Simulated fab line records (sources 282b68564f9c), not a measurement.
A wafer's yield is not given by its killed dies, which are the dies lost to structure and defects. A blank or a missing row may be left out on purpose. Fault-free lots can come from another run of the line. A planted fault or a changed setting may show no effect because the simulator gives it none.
fab line records    flow rit-cmos
[record] lots = 6  wafers = 18  last-day = 7
route steps=202 shown FOX2@24 NWELL@28 PWELL@39 WELLDRIVE@50 M1@202
lots untouched by any fault: they come from a run of this same line in which no faults occurred
start-h: hours from the record's opening day to when the first of the lot's shown wafers began    wait-h: time in hours since the lot's previous step    " as in the row above    L1.1+2: a single row standing in for several wafers    - no value, or no start was given    * or withheld: withheld    < > ~ a bound
route shown NAME@n: names a module that has steps shown in the file, with the first one's number in the route    usual: the fault-free wafers' mean and standard deviation    same: alike in all rows    chamber/n: place in a boat    sites: the reading at each site    _std_site: their standard deviation    _edge_site: outer sites' mean less inner sites'    radius-mm: how far each site lies from the wafer's centre    mask NAME#n: copy n    behind: tool/chamber where the wafer was last shaped    hold: reason for holding the lot/hours on hold/outcome of the hold    device: names the non-switching transistor (n, p or np)    end of line: tests run on the same wafers once the route is complete    step lacking rows: just its recipe    killed: count of dies lost to structure and defects at first sort (not the wafer's yield)    map: per-die view of a wafer (x killed, . not killed, _ where there is no die)
set.NAME: setting as actually run; set.NAME@STEP: the setting as run at that earlier step    model.NAME: the simulator's own value behind a step, which no gauge read
lots seen at some steps along the route; tables by step, rows by wafer
services: a tool's chamber out of use, with start hour (start-h, from the record's first day; less than 0 if before it), hours out, and reason
[[steps]]
[step RIT_FOX2_THK_MEAS_01]
[recipe] reads = SiO2_of_FOX2_OXIDATION_00
[usual] FOX2_OXIDE_THK = 345/7.3
lot.wafer  tool           chamber  start-h  wait-h  FOX2_OXIDE_THK[nm]
L279.2     film-metro-03  -        39.68    0.0     354
L279.3     "              -        "        "       355
L279.6     "              -        "        "       353
L288.1     film-metro-02  -        84.74    0.0     346
L288.3     "              -        "        "       349
L288.4     "              -        "        "       342
L290.3     film-metro-02  -        93.34    0.0     336
L290.5     "              -        "        "       342
L290.6     "              -        "        "       343
L294.1     film-metro-04  -        113.35   0.0     326
L294.2     "              -        "        "       334
L294.6     "              -        "        "       331
L297.1     film-metro-02  -        129.23   0.0     344
L297.2     "              -        "        "       344
L297.6     "              -        "        "       333
L298.4     film-metro-04  -        136.20   0.0     353
L298.5     "              -        "        "       344
L298.6     "              -        "        "       348
[step RIT_FOX2_CLEAN_02]
[recipe] chemistry = dHF  dilution = 50:1  time-s = 180
[step RIT_FOX2_WET_ETCH_03]
[recipe] chemistry = H3PO4  target = Si3N4  target-depth-nm = 195  temp-c = 165  time-s = 2700
[step RIT_FOX2_THK_MEAS_90]
[recipe] reads = SiO2_of_FOX2_OXIDATION_00
[usual] FIELD_OXIDE_LEFT_1_THK = 317/7.3
lot.wafer  tool           chamber  start-h  wait-h  FIELD_OXIDE_LEFT_1_THK[nm]
L279.2     film-metro-02  -        40.56    0.0     327
L279.3     "              -        "        "       327
L279.6     "              -        "        "       326
L288.1     film-metro-03  -        85.69    0.0     318
L288.3     "              -        "        "       321
L288.4     "              -        "        "       315
L290.3     film-metro-04  -        94.22    0.0     309
L290.5     "              -        "        "       315
L290.6     "              -        "        "       316
L294.1     film-metro-03  -        114.23   0.0     299
L294.2     "              -        "        "       306
L294.6     "              -        "        "       303
L297.1     film-metro-02  -        130.12   0.0     317
L297.2     "              -        "        "       317
L297.6     "              -        "        "       306
L298.4     film-metro-03  -        137.07   0.0     326
L298.5     "              -        "        "       317
L298.6     "              -        "        "       321
[step RIT_NWELL_HMDS_00]
[recipe] prime-time-s = 60  prime-temp-c = 140
[step RIT_NWELL_COAT_01]
[recipe] resist = NOVOLAK  spin-rpm = 2000  resist-thk-nm = 1300
[step RIT_NWELL_SOFTBAKE_02]
[recipe] resist = NOVOLAK  temp-c = 90  time-s = 60
[step RIT_NWELL_EXPOSE_03]
[recipe] mask-id = M2  na = 0.57  target-cd-nm = 43900  dose-mj = 250
[step RIT_NWELL_PEB_04]
[recipe] resist = NOVOLAK  temp-c = withheld  time-s = withheld
[step RIT_NWELL_DEVELOP_05]
[recipe] resist = NOVOLAK  develop-time-s = 68  dev-temp-c = 23
[step RIT_NWELL_OVL_MEAS_06]
[usual] NWELL_OVL = 0.7/1.1
lot.wafer  tool        chamber  start-h  wait-h  NWELL_OVL[nm]
L279.2     overlay-02  -        41.50    -       3.8
L279.3     "           -        "        "       0.5
L279.6     "           -        "        "       0.8
L288.1     overlay-01  -        86.75    -       0.8
L288.3     "           -        "        "       1.0
L288.4     "           -        "        "       -0.5
L290.3     overlay-02  -        95.15    -       1.6
L290.5     "           -        "        "       0.1
L290.6     "           -        "        "       0.4
L294.1     overlay-01  -        115.17   -       1.1
L294.2     "           -        "        "       0.0
L294.6     "           -        "        "       -0.5
L297.1     overlay-02  -        131.36   -       0.8
L297.2     "           -        "        "       0.7
L297.6     "           -        "        "       1.7
L298.4     overlay-02  -        138.00   -       -1.0
L298.5     "           -        "        "       -1.8
L298.6     "           -        "        "       -1.0
[step RIT_NWELL_HARDBAKE_07]
[recipe] resist = NOVOLAK  temp-c = 140  time-s = 120
[step RIT_NWELL_IMPLANT_08]
[recipe] species = P  energy-kev = 170  dose-cm2 = 5e+13  tilt-deg = 7
[usual] beam-on-s = 9.99/0.22  dose-ions-cm2 = 5.001e+13/5.2e+10
lot.wafer  tool          chamber  start-h  wait-h  beam-on-s  dose-ions-cm2
L279.2     implanter-02  0        41.80    0.2     9.94       5.006e+13
L279.3     "             0        "        "       9.80       5.01e+13
L279.6     "             0        "        "       10.05      5.001e+13
L288.1     implanter-04  0        87.04    0.2     9.93       5.001e+13
L288.3     "             0        "        "       10.09      5.007e+13
L288.4     "             0        "        "       9.82       4.998e+13
L290.3     implanter-04  0        95.47    0.2     9.89       5.247e+13
L290.5     "             0        "        "       10.13      5.243e+13
L290.6     "             0        "        "       9.67       5.237e+13
L294.1     implanter-04  0        115.49   0.2     10.03      5.244e+13
L294.2     "             0        "        "       10.00      5.237e+13
L294.6     "             0        "        "       10.06      5.238e+13
L297.1     implanter-03  0        131.64   0.2     10.16      5.007e+13
L297.2     "             0        "        "       10.32      5.003e+13
L297.6     "             0        "        "       10.02      4.997e+13
L298.4     implanter-03  0        138.34   0.2     10.35      5.001e+13
L298.5     "             0        "        "       9.75       5.006e+13
L298.6     "             0        "        "       9.88       5.003e+13
[step RIT_NWELL_STRIP_09]
[recipe] chemistry = O2  time-s = 180  resist = NOVOLAK  platen-temp-c = withheld  power-w = 500  pressure-mtorr = 4000  o2-flow-sccm = 4000
[usual] drypump-motor-current-A = 5.62/0.3  o2-flow-sccm = 3999/14
lot.wafer  tool             chamber  start-h  wait-h  drypump-motor-current-A  o2-flow-sccm  rf-hours-counter-h
L279.2     plasma-asher-01  1        41.93    0.1     6.03                     3971          38
L279.3     "                0        "        "       5.40                     3993          -
L279.6     "                0        "        "       5.38                     4008          -
L288.1     plasma-asher-01  1        87.19    0.1     6.03                     3995          44
L288.3     "                0        "        "       5.38                     4001          -
L288.4     "                1        "        "       6.04                     3983          -
L290.3     plasma-asher-03  1        95.63    0.1     5.47                     3999          -
L290.5     "                0        "        "       5.25                     3984          -
L290.6     "                1        "        "       5.45                     3977          -
L294.1     plasma-asher-04  0        115.64   0.1     5.87                     3971          50
L294.2     "                1        "        "       5.52                     4023          50
L294.6     "                1        "        "       5.53                     3998          -
L297.1     plasma-asher-01  1        131.79   0.1     6.03                     4004          1
L297.2     "                0        "        "       5.35                     3985          1
L297.6     "                0        "        "       5.36                     4002          -
L298.4     plasma-asher-01  1        138.48   0.1     6.02                     4007          -
L298.5     "                1        "        "       6.00                     4006          -
L298.6     "                0        "        "       5.37                     4001          -
[step RIT_NWELL_TW_MEAS_10]
[usual] NWELL_TW = 2152/17
lot.wafer  tool           chamber  start-h  wait-h  NWELL_TW
L279.2     film-metro-04  -        42.11    0.1     2135
L279.3     "              -        "        "       2137
L279.6     "              -        "        "       2134
L288.1     film-metro-02  -        87.36    0.1     2175
L288.3     "              -        "        "       2176
L288.4     "              -        "        "       2181
L290.3     film-metro-04  -        95.77    0.1     2165
L290.5     "              -        "        "       2182
L290.6     "              -        "        "       2176
L294.1     film-metro-04  -        115.81   0.1     2182
L294.2     "              -        "        "       2173
L294.6     "              -        "        "       2170
L297.1     film-metro-04  -        131.97   0.1     2151
L297.2     "              -        "        "       2145
L297.6     "              -        "        "       2143
L298.4     film-metro-02  -        138.62   0.1     2162
L298.5     "              -        "        "       2157
L298.6     "              -        "        "       2154
[step RIT_PWELL_HMDS_00]
[recipe] prime-time-s = 60  prime-temp-c = 140
[step RIT_PWELL_COAT_01]
[recipe] resist = NOVOLAK  spin-rpm = 2000  resist-thk-nm = 1300
[step RIT_PWELL_SOFTBAKE_02]
[recipe] resist = NOVOLAK  temp-c = 90  time-s = 60
[step RIT_PWELL_EXPOSE_03]
[recipe] mask-id = M3  na = 0.57  target-cd-nm = 43700  dose-mj = 250
[step RIT_PWELL_PEB_04]
[recipe] resist = NOVOLAK  temp-c = withheld  time-s = withheld
[step RIT_PWELL_DEVELOP_05]
[recipe] resist = NOVOLAK  develop-time-s = 68  dev-temp-c = 23
[step RIT_PWELL_OVL_MEAS_06]
[usual] PWELL_OVL = 1.2/1.7
lot.wafer  tool        chamber  start-h  wait-h  PWELL_OVL[nm]
L279.2     overlay-01  -        43.17    -       -1.5
L279.3     "           -        "        "       -0.2
L279.6     "           -        "        "       0.4
L288.1     overlay-02  -        88.30    -       1.0
L288.3     "           -        "        "       2.7
L288.4     "           -        "        "       2.6
L290.3     overlay-01  -        96.78    -       0.7
L290.5     "           -        "        "       0.4
L290.6     "           -        "        "       1.8
L294.1     overlay-01  -        116.75   -       0.5
L294.2     "           -        "        "       0.3
L294.6     "           -        "        "       1.6
L297.1     overlay-02  -        132.91   -       4.0
L297.2     "           -        "        "       0.6
L297.6     "           -        "        "       2.4
L298.4     overlay-01  -        139.74   -       2.3
L298.5     "           -        "        "       3.4
L298.6     "           -        "        "       3.8
[step RIT_PWELL_HARDBAKE_07]
[recipe] resist = NOVOLAK  temp-c = 140  time-s = 120
[step RIT_PWELL_IMPLANT_08]
[recipe] species = B  energy-kev = 170  dose-cm2 = 7e+13  tilt-deg = 7
[step RIT_PWELL_STRIP_09]
[recipe] chemistry = O2  time-s = 180  resist = NOVOLAK  platen-temp-c = withheld  power-w = 500  pressure-mtorr = 4000  o2-flow-sccm = 4000
[usual] drypump-motor-current-A = 5.7/0.35  o2-flow-sccm = 4000/12
lot.wafer  tool             chamber  start-h  wait-h  drypump-motor-current-A  o2-flow-sccm  rf-hours-counter-h
L279.2     plasma-asher-02  1        43.64    0.1     6.0                      3996          23
L279.3     "                1        "        "       6.0                      4011          -
L279.6     "                0        "        "       6.2                      3986          -
L288.1     plasma-asher-02  1        88.74    0.1     6.0                      3971          28
L288.3     "                1        "        "       6.0                      3982          -
L288.4     "                0        "        "       6.2                      4014          -
L290.3     plasma-asher-03  0        97.26    0.1     5.2                      3989          -
L290.5     "                1        "        "       5.4                      3988          -
L290.6     "                0        "        "       5.2                      3991          -
L294.1     plasma-asher-03  1        117.19   0.1     5.5                      4002          49
L294.2     "                0        "        "       5.2                      4009          49
L294.6     "                0        "        "       5.2                      4006          -
L297.1     plasma-asher-03  1        133.34   0.1     5.5                      4007          51
L297.2     "                0        "        "       5.2                      3998          51
L297.6     "                0        "        "       5.2                      4001          -
L298.4     plasma-asher-04  1        140.21   0.1     5.5                      4002          -
L298.5     "                0        "        "       5.9                      3996          -
L298.6     "                1        "        "       5.5                      3984          -
[step RIT_PWELL_TW_MEAS_10]
[usual] PWELL_TW = 956/6.9
lot.wafer  tool           chamber  start-h  wait-h  PWELL_TW
L279.2     film-metro-02  -        43.82    0.1     968
L279.3     "              -        "        "       966
L279.6     "              -        "        "       963
L288.1     film-metro-02  -        88.91    0.1     960
L288.3     "              -        "        "       959
L288.4     "              -        "        "       960
L290.3     film-metro-02  -        97.40    0.1     961
L290.5     "              -        "        "       972
L290.6     "              -        "        "       961
L294.1     film-metro-01  -        117.36   0.1     955
L294.2     "              -        "        "       957
L294.6     "              -        "        "       951
L297.1     film-metro-01  -        133.52   0.1     953
L297.2     "              -        "        "       954
L297.6     "              -        "        "       957
L298.4     film-metro-02  -        140.36   0.1     957
L298.5     "              -        "        "       960
L298.6     "              -        "        "       959
[step RIT_WELLDRIVE_ANNEAL_00]
[recipe] temp-c = 1100  time-s = 14700  ambient = N2
[step RIT_WELLDRIVE_RS_MEAS_01]
[recipe] thk-meas-gauge = four-point-probe
[usual] NWELL_RS = 275.3/0.85
lot.wafer  tool           chamber  start-h  wait-h  NWELL_RS[ohm/sq]
L279.2     film-metro-02  -        49.03    0.0     275.0
L279.3     "              -        "        "       274.6
L279.6     "              -        "        "       273.9
L288.1     film-metro-02  -        94.11    0.0     274.7
L288.3     "              -        "        "       275.2
L288.4     "              -        "        "       274.7
L290.3     film-metro-04  -        102.56   0.0     268.1
L290.5     "              -        "        "       268.5
L290.6     "              -        "        "       268.7
L294.1     film-metro-01  -        122.51   0.0     267.4
L294.2     "              -        "        "       266.7
L294.6     "              -        "        "       266.7
L297.1     film-metro-01  -        138.97   0.0     274.9
L297.2     "              -        "        "       275.3
L297.6     "              -        "        "       274.8
L298.4     film-metro-02  -        145.61   0.1     275.3
L298.5     "              -        "        "       277.2
L298.6     "              -        "        "       276.8
[step RIT_WELLDRIVE_RS_MEAS_02]
[recipe] thk-meas-gauge = four-point-probe
[usual] PWELL_RS = 429.7/1.1
lot.wafer  tool           chamber  start-h  wait-h  PWELL_RS[ohm/sq]
L279.2     film-metro-02  -        49.15    0.1     428.0
L279.3     "              -        "        "       429.1
L279.6     "              -        "        "       427.9
L288.1     film-metro-02  -        94.23    0.1     431.1
L288.3     "              -        "        "       429.4
L288.4     "              -        "        "       430.1
L290.3     film-metro-04  -        102.68   0.1     429.9
L290.5     "              -        "        "       430.9
L290.6     "              -        "        "       431.3
L294.1     film-metro-01  -        122.63   0.1     430.0
L294.2     "              -        "        "       430.7
L294.6     "              -        "        "       429.8
L297.1     film-metro-01  -        139.09   0.1     429.2
L297.2     "              -        "        "       429.3
L297.6     "              -        "        "       427.9
L298.4     film-metro-02  -        145.73   0.1     430.2
L298.5     "              -        "        "       429.9
L298.6     "              -        "        "       429.2
[step RIT_M1_PROBE_99]
[usual] killed-at-contacts = 0.0/0.22  killed-at-front-end = 7/3  killed-dies = 7/3.1  killed-open = 3.4/2.1  killed-short = 3.2/1.9
[same] gross-dies = 264  killed_at_M0_to_M3 = 0  killed_at_M4_up = 0  killed-at-back-side = 0  killed-at-other = 0
lot.wafer  tool       chamber  start-h  wait-h  killed-at-contacts  killed-at-front-end  killed-dies  killed-open  killed-short  model.etest.nwell-pinched.rs-ohm-sq  model.etest.well-edge-right.line-ohm-um  model.etest.well-edge-left.line-ohm-um
L279.2     prober-02  -        78.75    0.1     1                   5                    6            2            4             343.2                                183.1                                    184.1
L279.3     prober-02  -        78.80    0.2     0                   11                   11           8            3             342.2                                182.5                                    183.3
L279.6     prober-02  -        78.95    0.2     0                   8                    8            5            3             336.8                                182.8                                    182.1
L288.1     prober-01  -        123.58   0.1     0                   6                    6            4            2             338.9                                180.4                                    181.4
L288.3     prober-01  -        123.68   0.2     0                   14                   14           10           4             339.4                                184.7                                    183.4
L288.4     prober-01  -        123.73   0.2     0                   7                    7            3            4             334.7                                181.7                                    183
L290.3     prober-01  -        131.39   0.2     0                   1                    1            1            0             322.8                                177.5                                    176.8
L290.5     prober-01  -        131.49   0.2     0                   4                    4            2            2             330.6                                177.4                                    176
L290.6     prober-01  -        131.54   0.2     0                   5                    5            3            2             334.3                                178.2                                    176.4
L294.1     prober-01  -        153.29   0.1     0                   2                    2            1            1             320.4                                177                                      175.9
L294.2     prober-01  -        153.34   0.1     0                   5                    5            1            4             324.7                                177.8                                    176.3
L294.6     prober-01  -        153.54   0.2     0                   3                    3            2            1             325.6                                175.3                                    174.8
L297.1     prober-02  -        168.67   0.1     0                   4                    4            3            1             334.8                                180.9                                    183.3
L297.2     prober-02  -        168.72   0.1     0                   13                   13           7            6             340.7                                182.1                                    181.4
L297.6     prober-02  -        168.92   0.2     0                   2                    2            1            1             336.3                                184.6                                    180.2
L298.4     prober-01  -        175.24   0.2     0                   7                    7            3            4             335.5                                180.8                                    183.1
L298.5     prober-01  -        175.29   0.2     0                   6                    6            4            2             338.8                                182.8                                    184.5
L298.6     prober-01  -        175.34   0.2     0                   3                    3            1            2             341.7                                183.1                                    185.2
// killed by level:class
L279.2 FOX1:geometric-particle:open=1 FOX2:geometric-particle:short=1 GATE:geometric-particle:short=1 SPACER:geometric-particle:open=1 SILICIDE:geometric-particle:short=1 CONTACT:geometric-particle:short=1
L279.3 SPACER:geometric-particle:open=4 GATE:geometric-particle:open=3 GATE:geometric-particle:short=2 FOX2:geometric-particle:open=1 REOX:geometric-particle:short=1
L279.6 FOX2:geometric-particle:open=2 FOX1:geometric-particle:open=1 FOX2:geometric-particle:short=1 GATE:geometric-particle:short=1 SPACER:geometric-particle:short=1 SPACER:geometric-particle:open=1 SILICIDE:geometric-particle:open=1
L288.1 GATE:geometric-particle:open=3 GATE:geometric-particle:short=1 REOX:geometric-particle:short=1 REOX:geometric-particle:open=1
L288.3 REOX:geometric-particle:open=5 GATE:geometric-particle:open=3 SILICIDE:geometric-particle:open=2 FOX1:geometric-particle:short=1 GATE:geometric-particle:short=1 REOX:geometric-particle:short=1 SILICIDE:geometric-particle:short=1
L288.4 FOX1:geometric-particle:short=2 GATE:geometric-particle:open=2 GATE:geometric-particle:short=1 REOX:geometric-particle:short=1 SILICIDE:geometric-particle:open=1
L290.3 SILICIDE:geometric-particle:open=1
L290.5 GATE:geometric-particle:open=2 REOX:geometric-particle:short=1 SPACER:geometric-particle:short=1
L290.6 FOX1:geometric-particle:open=1 GATE:geometric-particle:short=1 GATE:geometric-particle:open=1 SPACER:geometric-particle:open=1 SPACER:geometric-particle:short=1
L294.1 FOX1:geometric-particle:short=1 FOX2:geometric-particle:open=1
L294.2 GATE:geometric-particle:short=2 FOX2:geometric-particle:short=1 GATE:geometric-particle:open=1 SPACER:geometric-particle:short=1
L294.6 FOX2:geometric-particle:short=1 GATE:geometric-particle:open=1 REOX:geometric-particle:open=1
L297.1 FOX2:geometric-particle:open=1 GATE:geometric-particle:short=1 REOX:geometric-particle:open=1 SILICIDE:geometric-particle:open=1
L297.2 FOX1:geometric-particle:open=3 GATE:geometric-particle:short=3 GATE:geometric-particle:open=3 FOX1:geometric-particle:short=1 SPACER:geometric-particle:short=1 SILICIDE:geometric-particle:open=1 SILICIDE:geometric-particle:short=1
L297.6 GATE:geometric-particle:open=1 REOX:geometric-particle:short=1
L298.4 FOX1:geometric-particle:open=1 FOX2:geometric-particle:short=1 GATE:geometric-particle:open=1 GATE:geometric-particle:short=1 REOX:geometric-particle:open=1 SPACER:geometric-particle:short=1 SILICIDE:geometric-particle:short=1
L298.5 FOX2:geometric-particle:open=2 GATE:geometric-particle:short=2 GATE:geometric-particle:open=1 SPACER:geometric-particle:open=1
L298.6 FOX2:geometric-particle:short=1 SPACER:geometric-particle:open=1 SPACER:geometric-particle:short=1
[[services]]
tool             chamber  start-h  hours  kind
plasma-asher-04  -        71.49    0.9    repair
implanter-03     -        84.88    6.5    repair
plasma-asher-01  -        108.75   9.0    pm
plasma-asher-01  0        108.75   9.0    vent-cycle
plasma-asher-01  1        108.75   9.0    vent-cycle
plasma-asher-03  -        114.87   0.8    repair
implanter-02     -        114.88   8.7    pm
plasma-asher-01  0        117.75   -      clean
plasma-asher-01  1        117.75   -      clean
[[key]]
[first-sign] step = RIT_NWELL_IMPLANT_08  reading = dose-ions-cm2  direction = up  sigmas = 46  usual = 5.001e+13  struck = 5.241e+13
[effect] step = RIT_WELLDRIVE_RS_MEAS_01  reading = NWELL_RS  direction = down  sigmas = 9  usual = 275.3  struck = 267.7
[model-effect] step = RIT_M1_PROBE_99  value = etest.nwell-pinched.rs-ohm-sq  without = 336.5  struck = 326.4
met-at RIT_NWELL_IMPLANT_08
struck-wafers L290.3,L290.5,L290.6,L294.1,L294.2,L294.6
tester-left-out L290,L294
onset-between 87.04 95.47
[fault] kind = process-parameter-drift  tool = implanter-04  chamber = -  onset-h = 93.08  steps = RIT_NWELL_IMPLANT_08  channel = dose-cm2  offset = 2.4078e+12  shape = step  end-h = 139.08  acts-in = these-recipes-only  stated = 5e+13
// tester-left-out: of these lots the tester's yield and bins aren't shown, on N5 and GAA mostly nor the transistor test; their killed dies are dies lost to structure and defects alone, not to doping, threshold or leakage, so they don't give the yield
